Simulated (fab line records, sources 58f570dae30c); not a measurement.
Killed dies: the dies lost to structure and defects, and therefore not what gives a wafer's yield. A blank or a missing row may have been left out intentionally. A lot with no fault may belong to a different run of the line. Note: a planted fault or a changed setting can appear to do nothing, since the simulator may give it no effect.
8D (eight disciplines) problem report, filled in by code ; flow berkeley-cmos170 ; the parts of the form that need people (team, actions taken, sign-off) are left out

## 1. THE PROBLEM
At UCB170_PWELL_IMPLANT_15, beam-energy-keV averages 65.724 over 6 wafers from 2 lots, while fault-free wafers read 60.000, standard deviation 0.02. That is +99 or more standard deviations from the usual mean.
Seen first at day 6 01:29 on implanter-03, wafer L738.1. The record holds 42 wafers of 14 lots with a number at this step. Rule for "out" (also "out of limits"): further than 4 standard deviations from the usual mean. The rest of the wafers with a number are treated as sound.

## 2. WHAT IT IS, WHAT IT ISN'T
question;is;is not
which readings at this step;beam-energy-keV;-
which lots;L738, L740;L723, L724, L726, L729, L730, L731, L732, L733, L735, L744, L745, L746
which wafers of those lots;all that have a number;-
read on which tools;implanter-03;implanter-01, implanter-02
when;from day 6 01:29;"up to then (27 sound wafers); but 9 sound wafers of L744, L745, L746 came after"

## 3. SUSPECTS, AND WHAT RULES EACH OUT
Counting: a tool at any process step up to the reading remains a suspect when it ran all the lots that are out and ran no sound lot after the first of those.
- implanter-03 at UCB170_PWELL_IMPLANT_15: kept. Every lot that is out went through it, starting with L738 (day 6 01:29), and after that it ran no sound lot; the last sound lot it ran before then is L732 (day 4 21:29). Out on those wafers are its own readings of beam-energy-keV.
Left after counting: implanter-03 at UCB170_PWELL_IMPLANT_15.

## 4. THE CAUSE (what the simulator had put in)
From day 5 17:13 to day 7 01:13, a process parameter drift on implanter-03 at UCB170_PWELL_IMPLANT_15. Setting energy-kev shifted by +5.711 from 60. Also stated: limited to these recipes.
The count eliminated every tool but this one.

## 5. THE CHAIN OF EFFECTS, in route order
Each row: a reading whose mean over the struck wafers that have a number lies more than 3 standard deviations from the usual. Readings are gone through only where the record gives a usual standard deviation; hours: the median, over the lots, of the time from a lot's start at the first step in this table giving one to that lot's start at this step; sigmas: the change measured in usual standard deviations.
hours;step;reading;usual;on struck wafers;change;sigmas
0;UCB170_PWELL_IMPLANT_15;beam-energy-keV;60.000;65.724;+5.724;+99 or more
It contains these process steps:
- UCB170_PWELL_IMPLANT_15
At these later measuring or inspecting steps, every struck wafer for which the step has a row has a number for every such reading, and none has moved that far: UCB170_V1_BOW_MEAS_03, UCB170_M3_BOW_MEAS_20.

## 6. HOW IT WOULD HAVE BEEN CAUGHT EARLIER
In this record no reading fell out of limits until day 6 01:29, 8 hours after the fault had begun at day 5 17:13.
